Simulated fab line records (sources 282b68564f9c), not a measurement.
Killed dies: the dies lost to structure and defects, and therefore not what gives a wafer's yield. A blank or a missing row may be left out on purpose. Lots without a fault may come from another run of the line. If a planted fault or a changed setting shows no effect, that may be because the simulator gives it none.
One fault seen from 2 desks ; flow rit-cmos ; each desk has only its own numbers; what lay behind them comes last

== THE TOOL OWNER'S DESK: litho-track-04 ==
The tool's own readings at RIT_PLDD_COAT_01 (resist thk 1000 nm): means of the sampled wafers that have a number, for each lot that ran on this tool. If a lot's mean is further than 4 standard deviations from the usual mean, the lot is out of limits and carries the mark OUT (the distance appears in the brackets).
Columns: A = chill-plate-temp-C at RIT_PLDD_COAT_01, usual 23.00 C; B = dispense-pressure-kPa at RIT_PLDD_COAT_01, usual 49.7 kPa; C = exhaust-pa at RIT_PLDD_COAT_01, usual 45.2 Pa
lot;first seen here;A;B;C
L233;day 3 18:19;22.91;50.3;46.9
L237;day 4 17:20;22.97;50.3;44.8
L246;day 6 07:43;22.95;50.3;45.4
L249;day 6 21:41;23.07;50.3;45.4
L251;day 7 19:45;22.93;50.3;45.2
This desk's finding: nothing out of limits on any of the 5 lots.

== METROLOGY DESK ==
Means of the sampled wafers that have a number, per lot and without regard to the tool the lot ran on: this is what the gauges read. If a lot's mean is further than 4 standard deviations from the usual mean, the lot is out of limits and carries the mark OUT (the distance appears in the brackets).
Columns: A = PLDD_OVL at RIT_PLDD_OVL_MEAS_06, usual 0.6 nm; B = NSD_TW at RIT_NSD_TW_MEAS_10, usual 3103
lot;first seen here;A;B
L231;day 3 09:46;-0.8;3142
L232;day 3 14:05;0.6;3108
L233;day 3 19:12;-1.9;3143
L235;day 4 06:12;-0.0;3126
L237;day 4 18:08;-0.4;3074
L238;day 4 18:23;0.4;3074
L239;day 5 00:25;-1.0;3133
L241;day 5 12:38;-;3290 (+6.7) OUT
L242;day 5 18:50;-;3278 (+6.3) OUT
L246;day 6 08:29;-0.7;3105
L247;day 6 09:02;4.4;3076
L249;day 6 22:38;0.4;3058
L251;day 7 20:47;-0.5;3059
L253;day 8 05:17;1.7;3108
Per this desk, out of limits: L241, L242; the first was L241, day 5 12:38 (NSD_TW at RIT_NSD_TW_MEAS_10). L231, L232, L233, L235, L237, L238, L239, L246, L247, L249, L251, L253 stayed within limits.

== BROUGHT TOGETHER ==
Metrology desk: alarm possible at day 5 12:38 on L241, L242.
The tool owner's desk saw nothing out of limits.
The tool owner's desk has no number on record for L241, L242.
On litho-track-04, each named lot ran RIT_PLDD_COAT_01.

== WHAT HAD BEEN PUT IN BY THE SIMULATOR ==
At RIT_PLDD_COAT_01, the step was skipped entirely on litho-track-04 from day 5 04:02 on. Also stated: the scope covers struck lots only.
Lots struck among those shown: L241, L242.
Time in hours between the start of the fault and the first out-of-limits reading at each desk: metrology desk, 9.
